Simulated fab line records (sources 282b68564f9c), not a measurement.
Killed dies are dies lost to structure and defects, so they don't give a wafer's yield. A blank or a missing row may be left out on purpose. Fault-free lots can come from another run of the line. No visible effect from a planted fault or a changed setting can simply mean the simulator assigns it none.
Comparing a struck lot with a sound one	flow rit-cmos	45 steps out of a route of 202
Sound: wafers L343.2, L343.5, L343.6. Struck: wafers L349.3, L349.4, L349.5. The cause is given at the end.
Per side, at each step with rows, come the tool, then ch with its chambers, and then its first start. Under that, the readings that differ: sound wafers	struck wafers	difference of the means	sigmas: that difference in standard deviations of wafers without a fault.
alike: readings with means less than 2 such deviations apart, plus words and numbers identical on both sides. not compared: withheld readings, readings lacking a value on some wafer, bounds such as >300 that could conceal the same value, and numbers that have no deviation in the record and whose values overlap.
Wherever a step has rows on one side only, a row that says differs or no value, or a row with sigmas, the two part there. When numbers do not overlap yet have no deviation, they are printed without sigmas and do not part them. A reading missing from all wafers of one side parts the sides only when that side holds two or more wafers.

first, 1 step without rows for these wafers: RIT_ACTIVE_DEVELOP_10 (develop time 52 s).
RIT_ACTIVE_CD_MEAS_11: target cd 1400 nm.
  struck on cd-sem-01, day 4 07:29; sound on cd-sem-01, day 3 02:54
  alike: cd-nm
then, 1 step without rows for these wafers: RIT_ACTIVE_HARDBAKE_12 (time 60 s).
RIT_ACTIVE_ETCH_13: etches Si3N4 in SF6, stops on SiO2, time 210 s, target depth 210 nm.
  sound on rie-diel-03 ch 0,2,3, day 3 03:09; struck on rie-diel-01 ch 1,2,3, day 4 07:43
  alike: drypump-motor-current-A, oes-product-au, throttle-valve-pct
  not compared: rf-hours-counter-h
RIT_ACTIVE_STRIP_14: strips in O2, time 180 s.
  sound on plasma-asher-03 ch 0,1, day 3 03:17; struck on plasma-asher-04 ch 0,1, day 4 07:54
  alike: drypump-motor-current-A
  not compared: rf-hours-counter-h
RIT_ACTIVE_CD_MEAS_90: target cd 1400 nm.
  struck on cd-sem-02, day 4 08:04; sound on cd-sem-02, day 3 03:29
  alike: cd-nm
then, 4 steps without rows for these wafers: RIT_ACTIVE_CLEAN_15 (cleans in SC1, time 600 s); RIT_ACTIVE_CLEAN_16 (cleans in dHF, time 30 s); RIT_ACTIVE_CLEAN_17 (cleans in SC2, time 600 s); RIT_FOX1_OXIDATION_00 (target thk 350.7 nm, ox time 1130 s).
RIT_FOX1_THK_MEAS_01:
  struck on film-metro-01, day 4 10:55; sound on film-metro-03, day 3 05:23
  alike: FOX1_OXIDE_THK
then, 1 step without rows for these wafers: RIT_FOX1_WET_ETCH_02 (etches SiO2 in BOE, target depth 350 nm, time 390 s).
RIT_FOX2_OXIDATION_00: target thk 350.7 nm, ox time 1130 s.
  sound on furnace-04 ch 0, day 3 07:22; struck on furnace-04 ch 0, day 4 11:05
reading	sound	struck	difference	sigmas
spike-tc-centre-C (C)	1099.8 1102.9 1100.9	1076.9 1076.1 1077.1	-24.5	-25
spike-tc-load-C (C)	1128.4 1125.7 1126.5	1102.4 1101.6 1103.3	-24.4	-16
spike-tc-source-C (C)	1132 1134 1132	1106 1106 1106	-27	-6
tube-center-temp-C (C)	1099.9 1099.7 1100	1075 1075.1 1075.1	-25	-99 or more
tube_center_temp_C_max	1102.5 1101.9 1102.5	1078.3 1078.0 1078.1	-24.2	-50
model.SiO2_of_FOX2_OXIDATION_00.thk-nm (nm)	346.7 351 349.8	304.2 312.7 311	-39.9	
RIT_FOX2_THK_MEAS_01:
  struck on film-metro-02, day 4 12:25; sound on film-metro-02, day 3 08:41
reading	sound	struck	difference	sigmas
FOX2_OXIDE_THK (nm)	347 351 350	304 312 311	-40	-7
then, 2 steps without rows for these wafers: RIT_FOX2_CLEAN_02 (cleans in dHF, time 180 s); RIT_FOX2_WET_ETCH_03 (etches Si3N4 in H3PO4, target depth 195 nm, time 2762 s).
RIT_FOX2_THK_MEAS_90:
  struck on film-metro-02, day 4 13:21; sound on film-metro-02, day 3 09:34
reading	sound	struck	difference	sigmas
FIELD_OXIDE_LEFT_1_THK (nm)	319 324 323	277 285 283	-40	-7
then, 6 steps without rows for these wafers: RIT_NWELL_HMDS_00 (prime time 60 s); RIT_NWELL_COAT_01 (resist thk 1300 nm); RIT_NWELL_SOFTBAKE_02 (time 60 s); RIT_NWELL_EXPOSE_03 (exposes mask M2, target cd 43900 nm); RIT_NWELL_PEB_04; RIT_NWELL_DEVELOP_05 (develop time 68 s).
RIT_NWELL_OVL_MEAS_06:
  struck on overlay-01, day 4 14:25; sound on overlay-01, day 3 10:30
  alike: NWELL_OVL
then, 2 steps without rows for these wafers: RIT_NWELL_HARDBAKE_07 (time 120 s); RIT_NWELL_IMPLANT_08.
RIT_NWELL_STRIP_09: strips in O2, time 180 s.
  sound on plasma-asher-04 ch 0,1, day 3 10:56; struck on plasma-asher-03 ch 0,1, day 4 14:53
  alike: drypump-motor-current-A
  not compared: rf-hours-counter-h
RIT_NWELL_TW_MEAS_10:
  struck on film-metro-03, day 4 15:02; sound on film-metro-04, day 3 11:07
  alike: NWELL_TW
then, 6 steps without rows for these wafers: RIT_PWELL_HMDS_00 (prime time 60 s); RIT_PWELL_COAT_01 (resist thk 1300 nm); RIT_PWELL_SOFTBAKE_02 (time 60 s); RIT_PWELL_EXPOSE_03 (exposes mask M3, target cd 43700 nm); RIT_PWELL_PEB_04; RIT_PWELL_DEVELOP_05 (develop time 68 s).
RIT_PWELL_OVL_MEAS_06:
  struck on overlay-01, day 4 15:58; sound on overlay-02, day 3 12:10
  alike: PWELL_OVL
then, 2 steps without rows for these wafers: RIT_PWELL_HARDBAKE_07 (time 120 s); RIT_PWELL_IMPLANT_08.
RIT_PWELL_STRIP_09: strips in O2, time 180 s.
  sound on plasma-asher-02 ch 0,1, day 3 12:36; struck on plasma-asher-02 ch 0,1, day 4 16:32
  alike: drypump-motor-current-A
  not compared: rf-hours-counter-h
RIT_PWELL_TW_MEAS_10:
  struck on film-metro-03, day 4 16:41; sound on film-metro-01, day 3 12:47
  alike: PWELL_TW
then, 1 step without rows for these wafers: RIT_WELLDRIVE_ANNEAL_00 (time 14700 s).
RIT_WELLDRIVE_RS_MEAS_01: measures by four-point-probe.
  struck on film-metro-04, day 4 22:36; sound on film-metro-03, day 3 19:19
  alike: NWELL_RS
RIT_WELLDRIVE_RS_MEAS_02: measures by four-point-probe.
  struck on film-metro-04, day 4 22:43; sound on film-metro-03, day 3 19:26
  alike: PWELL_RS
RIT_FOX2_THK_MEAS_91:
  struck on film-metro-04, day 5 02:52; sound on film-metro-03, day 3 23:19
reading	sound	struck	difference	sigmas
FIELD_OXIDE_LEFT_2_THK (nm)	250 254 254	209 217 215	-39	-7
RIT_SILICIDE_WET_ETCH_00: etches SiO2 in BOE, target depth 14 nm, time 15 s.
  sound on wet-bench-01 ch 3, day 4 18:05; struck on wet-bench-03 ch 0, day 5 20:33
reading	sound	struck	difference	sigmas
model.SiO2_of_FOX2_OXIDATION_00.thk-nm (nm)	146.8 148.9 150.3	104.7 111.2 111.7	-39.5	
  alike: temp-c
RIT_M1_PROBE_99:
  struck on prober-02, day 6 03:35; sound on prober-02, day 5 01:02
reading	sound	struck	difference	sigmas
model.etest.nldd.width-nm (nm)	3185 3193 3183	3224 3234 3237	+45	
model.etest.pldd.width-nm (nm)	3179 3198 3173	3230 3230 3254	+55	
model.etest.pwell.rs-ohm-sq	420.6 419.5 418.5	405.7 409.1 411.8	-10.7	
model.etest.field-n.vt-v (V)	33.87 34.41 34.28	27.82 28.88 28.7	-5.72	
model.etest.field-p-metal.vt-v (V)	-29.5 -29.4 -29.68	-33.01 -31.87 -32.84	-3.05	
model.etest.iso-nwell-nwell.bv-v (V)	22.11 22.24 22.25	21.43 21.8 21.44	-0.64	
  alike: killed-at-front-end, killed-dies, killed-on-rim, killed-open, killed-short
  not compared: model.etest.field-p.vt-v, model.etest.iso-pplus-pwell.lateral-log10-a-um

== WHERE THEY PART ==
Last at RIT_FOX2_THK_MEAS_91 as far as this record goes, first at RIT_FOX2_OXIDATION_00. Later steps at which nothing parts them and some readings are alike: RIT_SILICIDE_WET_ETCH_00, RIT_M1_PROBE_99.

WHY: whatever the simulator had introduced
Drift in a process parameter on furnace-04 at RIT_FOX2_OXIDATION_00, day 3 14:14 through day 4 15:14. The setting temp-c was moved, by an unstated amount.
